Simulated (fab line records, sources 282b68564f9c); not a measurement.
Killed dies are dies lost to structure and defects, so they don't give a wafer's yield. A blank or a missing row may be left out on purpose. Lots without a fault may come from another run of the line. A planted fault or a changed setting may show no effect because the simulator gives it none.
fab line records | flow rit_cmos
record lots=14 wafers=42 last_day=7
route steps=202 shown CONTACT@179 M1@202
lots that met no fault: from a run of the same line without faults
start_h: hours from the record's first day to the start of the lot's first wafer shown | wait_h: hours since the lot's step before | " the same as in the row above | L1.1+2: a row that stands for several wafers | - no value, or no start given | * or withheld: withheld | < > ~ a bound
route shown NAME@n: a module of which the file shows steps, and the number in the route of the first | usual: mean/standard deviation of fault-free wafers | same: alike in all rows | chamber/n: place in a boat | sites: the reading at each site | _std_site: their standard deviation | _edge_site: outer sites' mean less inner sites' | radius_mm: how far each site lies from the wafer's centre | mask NAME#n: copy n | behind: the tool/chamber that last shaped the wafer | hold: why the lot was held/for how many hours/how that ended | device: the transistor (n, p or np) that didn't switch | end of line: the same wafers' tests at the end of the route | a step without rows: its recipe alone | killed: dies lost to structure and defects at the first sort, not the wafer's yield | map: a wafer's dies, x killed, . not, _ none there
set.NAME: the setting as run; set.NAME@STEP: as run at that earlier step | model.NAME: the simulator's own value behind a step, which no gauge read
steps of the route over a sample of lots; a table a step, a row a wafer
services: from which hour (start_h, from the record's first day; less than 0 if before it) a tool's chamber was out of use, for how many hours, and why
## steps
# step RIT_CONTACT_ETCH_11
# recipe target_depth_a=4800 over_etch_frac=0.2 stop_on=TiSi2 chemistry=CHF3/CF4/Ar target=SiO2 CHF3_flow_sccm=50 cf4_flow_sccm=10 Ar_flow_sccm=100 O2_flow_sccm=5 pressure_mtorr=100 rf_w=200 time_s=320
# usual cf4_flow_sccm=10.002/0.028 drypump_motor_current_A=5.7/0.41 oes_product_au=0.984/0.013 throttle_valve_pct=8.86/0.17
# same over_etch_frac=0.2
# columns lot.wafer tool chamber start_h wait_h cf4_flow_sccm drypump_motor_current_A oes_product_au rf_hours_counter_h throttle_valve_pct
L403.2 rie_diel-02 0 57.24 0.1 9.995 5.1 0.975 6 8.58
L403.4 " 1 " " 10.005 5.3 0.995 2 8.92
L403.6 " 1 " " 10.007 5.4 0.997 - 8.93
L406.3 rie_diel-02 0 70.04 0.1 10.029 5.1 0.973 7 8.59
L406.4 " 2 " " 9.971 5.7 0.991 9 8.70
L406.5 " 3 " " 9.969 5.5 0.984 - 8.88
L407.2 rie_diel-04 0 74.88 0.1 9.964 6.1 0.965 108 8.59
L407.3 " 1 " " 9.985 6.4 0.998 7 9.00
L407.5 " 2 " " 10.007 5.6 0.969 - 8.76
L408.3 rie_diel-03 0 79.95 0.1 9.989 5.8 0.959 100 9.13
L408.5 " 0 " " 9.981 5.8 0.968 - 9.12
L408.6 " 3 " " 10.002 6.1 0.986 - 8.97
L409.2 rie_diel-03 0 83.79 0.1 9.951 5.8 0.963 100 9.11
L409.4 " 3 " " 10.068 6.1 0.982 3 8.97
L409.6 " 1 " " 10.005 5.9 0.992 - 9.03
L410.1 rie_diel-04 1 88.23 0.1 10.048 6.4 1.000 8 9.00
L410.2 " 0 " " 9.952 6.2 0.969 108 8.59
L410.3 " 3 " " 10.037 5.5 1.002 39 9.07
L412.2 rie_diel-03 1 99.49 0.1 10.016 6.0 0.991 133 9.05
L412.3 " 0 " " 10.020 5.8 0.964 100 9.12
L412.6 " 0 " " 10.019 5.8 0.963 - 9.12
L416.1 rie_diel-02 2 117.88 0.1 9.950 5.6 0.987 10 8.70
L416.4 " 1 " " 9.991 5.4 0.995 4 8.94
L416.6 " 0 " " 10.007 5.1 0.977 - 8.60
L418.2 rie_diel-04 3 137.56 0.1 9.980 5.5 1.004 40 9.06
L418.3 " 1 " " 9.973 6.4 0.999 8 9.00
L418.4 " 0 " " 9.942 6.1 0.963 109 8.60
L422.2 rie_diel-04 2 161.11 0.1 10.028 5.6 0.973 100 8.77
L422.3 " 0 " " 10.042 6.1 0.958 110 8.58
L422.5 " 1 " " 10.015 6.4 1.000 - 8.99
L423.1 rie_diel-02 0 161.47 0.1 10.067 5.1 0.968 9 8.59
L423.4 " 2 " " 10.045 5.6 0.982 11 8.70
L423.5 " 3 " " 9.967 5.5 0.979 - 8.89
L424.2 rie_diel-02 1 165.72 0.1 10.028 5.4 1.000 5 8.92
L424.3 " 3 " " 9.993 5.4 0.986 5 8.89
L424.4 " 2 " " 10.005 5.7 0.984 11 8.70
L425.1 rie_diel-03 1 169.74 0.1 10.031 5.9 0.996 134 9.05
L425.5 " 1 " " 10.009 5.9 0.991 - 9.06
L425.6 " 0 " " 10.039 5.8 0.969 - 9.13
L426.1 rie_diel-03 2 174.02 0.1 9.994 6.4 0.995 0 8.73
L426.2 " 0 " " 10.002 5.8 0.958 101 9.11
L426.6 " 3 " " 10.005 6.1 0.983 - 8.95
# step RIT_M1_PROBE_99
# usual killed_at_contacts=0.0/0.2 killed_at_front_end=6.6/2.8 killed_dies=6.6/2.8 killed_on_rim=1.8/1.2 killed_open=3.3/1.9 killed_short=3.2/1.8
# same gross_dies=264 killed_at_M0_to_M3=0 killed_at_M4_up=0 killed_at_back_side=0 killed_at_other=0
# columns lot.wafer tool chamber start_h wait_h killed_at_contacts killed_at_front_end killed_dies killed_on_rim killed_open killed_short
L406.3 prober-01 - 75.19 0.2 0 6 6 0 1 5
L406.4 prober-01 - 75.24 0.2 0 6 6 2 3 3
L406.5 prober-01 - 75.29 0.2 0 9 9 1 7 2
L408.3 prober-01 - 84.91 0.2 0 9 9 2 4 5
L408.5 prober-01 - 85.01 0.2 0 10 10 3 6 4
L408.6 prober-01 - 85.06 0.2 0 8 8 3 3 5
L418.2 prober-01 - 142.73 0.1 0 1 1 1 1 0
L418.3 prober-01 - 142.78 0.2 0 5 5 2 2 3
L418.4 prober-01 - 142.83 0.2 254 10 264 70 5 5
L422.2 prober-01 - 166.19 0.1 1 7 8 1 3 5
L422.3 prober-01 - 166.24 0.2 261 3 264 70 1 2
L422.5 prober-01 - 166.34 0.2 0 8 8 3 4 4
L424.2 prober-01 - 170.68 0.1 0 11 11 2 4 6
L424.3 prober-01 - 170.73 0.2 0 7 7 1 4 2
L424.4 prober-01 - 170.78 0.2 0 7 7 3 3 4
L425.1 prober-02 - 174.75 0.1 0 8 8 4 4 4
L425.5 prober-02 - 174.95 0.2 0 8 8 2 3 5
L425.6 prober-02 - 175.00 0.2 0 4 4 1 2 2
L426.1 prober-01 - 178.94 0.1 0 4 4 0 2 2
L426.2 prober-01 - 178.99 0.1 0 2 2 0 2 0
L426.6 prober-01 - 179.19 0.2 0 4 4 1 1 3
# killed by level:class
L406.3 FOX1:geometric_particle:short=2 GATE:geometric_particle:short=2 REOX:geometric_particle:open=1 SPACER:geometric_particle:short=1
L406.4 GATE:geometric_particle:open=2 SPACER:geometric_particle:short=2 GATE:geometric_particle:short=1 SPACER:geometric_particle:open=1
L406.5 GATE:geometric_particle:open=4 ACTIVE:geometric_particle:open=1 FOX1:geometric_particle:short=1 FOX1:geometric_particle:open=1 GATE:geometric_particle:short=1 SILICIDE:geometric_particle:open=1
L408.3 FOX1:geometric_particle:open=2 GATE:geometric_particle:open=2 SPACER:geometric_particle:short=2 FOX1:geometric_particle:short=1 GATE:geometric_particle:short=1 REOX:geometric_particle:short=1
L408.5 FOX1:geometric_particle:open=4 GATE:geometric_particle:short=2 FOX1:geometric_particle:short=1 REOX:geometric_particle:open=1 SILICIDE:geometric_particle:open=1 SILICIDE:geometric_particle:short=1
L408.6 GATE:geometric_particle:open=2 FOX1:geometric_particle:short=1 FOX2:geometric_particle:short=1 GATE:geometric_particle:short=1 REOX:geometric_particle:short=1 SILICIDE:geometric_particle:open=1 SILICIDE:geometric_particle:short=1
L418.2 FOX2:geometric_particle:open=1
L418.3 FOX2:geometric_particle:short=2 GATE:geometric_particle:short=1 REOX:geometric_particle:open=1 SILICIDE:geometric_particle:open=1
L418.4 CONTACT:area_etch=254 FOX2:geometric_particle:open=2 GATE:geometric_particle:short=2 SILICIDE:geometric_particle:short=2 FOX1:geometric_particle:open=1 FOX2:geometric_particle:short=1 GATE:geometric_particle:open=1 SILICIDE:geometric_particle:open=1
L422.2 GATE:geometric_particle:short=3 FOX1:geometric_particle:short=1 FOX1:geometric_particle:open=1 GATE:geometric_particle:open=1 REOX:geometric_particle:short=1 CONTACT:geometric_particle:open=1
L422.3 CONTACT:area_etch=261 GATE:geometric_particle:short=2 GATE:geometric_particle:open=1
L422.5 GATE:geometric_particle:short=2 SPACER:geometric_particle:open=2 FOX2:geometric_particle:open=1 FOX2:geometric_particle:short=1 REOX:geometric_particle:open=1 SPACER:geometric_particle:short=1
L424.2 GATE:geometric_particle:short=3 FOX1:geometric_particle:short=2 GATE:geometric_particle:open=2 REOX:geometric_particle:open=1 REOX:geometric_particle:short=1 SPACER:geometric_particle:open=1 NLDD:coat_microbubble_printed=1
L424.3 GATE:geometric_particle:open=2 FOX2:geometric_particle:open=1 GATE:geometric_particle:short=1 REOX:geometric_particle:short=1 REOX:geometric_particle:open=1 NLDD:coat_microbubble_printed=1
L424.4 FOX1:geometric_particle:open=2 FOX2:geometric_particle:short=1 GATE:geometric_particle:short=1 SPACER:geometric_particle:short=1 SILICIDE:geometric_particle:open=1 SILICIDE:geometric_particle:short=1
L425.1 SPACER:geometric_particle:short=2 SPACER:geometric_particle:open=2 GATE:geometric_particle:open=1 REOX:geometric_particle:short=1 REOX:geometric_particle:open=1 SILICIDE:geometric_particle:short=1
L425.5 GATE:geometric_particle:short=2 GATE:geometric_particle:open=2 FOX1:geometric_particle:short=1 REOX:geometric_particle:short=1 SPACER:geometric_particle:short=1 SPACER:geometric_particle:open=1
L425.6 GATE:geometric_particle:open=2 REOX:geometric_particle:short=1 SPACER:geometric_particle:short=1
L426.1 FOX2:geometric_particle:short=1 FOX2:geometric_particle:open=1 SPACER:geometric_particle:short=1 SILICIDE:geometric_particle:open=1
L426.2 GATE:geometric_particle:open=1 SPACER:geometric_particle:open=1
L426.6 GATE:geometric_particle:short=2 FOX2:geometric_particle:open=1 SPACER:geometric_particle:short=1
## services
# columns tool chamber start_h hours kind
rie_diel-03 0 33.92 22.8 repair
rie_diel-02 3 46.97 1.7 repair
rie_diel-03 - 101.04 41.0 repair
rie_diel-03 0 136.82 14.8 repair
rie_diel-03 2 151.58 - clean
rie_diel-03 2 151.58 19.4 scheduled_down
rie_diel-03 2 151.58 19.4 vent_cycle
## key
first_sign step=RIT_M1_PROBE_99 reading=killed_at_contacts direction=up sigmas=99+ usual=0.0 struck=257.5
effect step=RIT_M1_PROBE_99 reading=killed_dies direction=up sigmas=91 usual=6.6 struck=264
more_kills_born_at RIT_CONTACT_ETCH_11@rie_diel-04=515
met_at RIT_CONTACT_ETCH_11
struck_lots L418,L422
struck_wafers L418.4,L422.3
later_rows_left_out L418.4,L422.3
tester_left_out L418,L422
onset_between 88.23 137.56
fault kind=process_parameter_drift tool=rie_diel-04 chamber=0 onset_h=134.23 steps=RIT_CONTACT_ETCH_11 channel=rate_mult offset=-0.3 shape=step end_h=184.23
# tester_left_out: of these lots the tester's yield and bins aren't shown, on N5 and GAA mostly nor the transistor test; their killed dies are dies lost to structure and defects alone, not to doping, threshold or leakage, so they don't give the yield
# later_rows_left_out: the simulator's readings of these wafers behind a module that went badly wrong aren't trusted and aren't shown, but for the sort
